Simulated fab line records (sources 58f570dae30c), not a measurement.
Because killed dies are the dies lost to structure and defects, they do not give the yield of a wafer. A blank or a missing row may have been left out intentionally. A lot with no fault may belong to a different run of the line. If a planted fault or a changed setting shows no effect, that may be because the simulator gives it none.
The tool behind it: which one? ; flow berkeley cmos170 ; 7 lots, 21 wafers sampled, at 2 steps of a route of 331

== WHAT THE GAUGES SHOWED, per wafer ==
UCB170_ACTIVE_THK_MEAS_03.
lot;measured;on;ACTIVE_OXIDE_THK (nm)
L699;day 4 17:55;film metro-02;25.9 25.7 25.8
L700;day 5 03:43;film metro-02;26.4 26.8 26.1
L702;day 5 18:39;film metro-04;26.7 26.0 26.2
L706;day 6 05:30;film metro-04;25.5 25.7 25.8
L713;day 7 05:43;film metro-01;24.7 24.9 24.8
L715;day 7 10:14;film metro-01;25.1 25.2 25.0
L718;day 8 07:36;film metro-02;26.5 26.1 25.9

== WHICH TOOL RAN EACH LOT (tool, then ch and the chambers of the sampled wafers, then the start) ==
lot;UCB170_PWELL_PEB_11
L699;litho track-02 ch 0, day 3 15:50
L700;litho track-02 ch 0, day 4 01:16
L702;litho track-02 ch 0, day 4 20:56
L706;litho track-02 ch 0, day 5 10:35
L713;litho track-01 ch 0, day 6 10:18
L715;litho track-01 ch 0, day 6 16:16
L718;litho track-04 ch 0, day 7 10:42
- UCB170_PWELL_PEB_11

== THE ANSWER, worked out from the rows above alone ==
Rule: the usual values come from the lots themselves. The widest of any qualifying gaps counts: lots, ordered by their means at a reading, are off when they make up no more than a third of the lots, leave a main group of 4 or more, and stand apart from it by 3 or more times the standard deviation of that group's means. A main group whose means are all the same, to the digits that the tables above print for the reading, isn't used. Also off: a lot with no number at a reading for which 4 or more lots have one. All remaining lots with rows at the step are treated as sound.
Across all readings shown, no lot is off: no conclusion can be drawn from this.

== WHAT THE SIMULATOR HAD PUT IN ==
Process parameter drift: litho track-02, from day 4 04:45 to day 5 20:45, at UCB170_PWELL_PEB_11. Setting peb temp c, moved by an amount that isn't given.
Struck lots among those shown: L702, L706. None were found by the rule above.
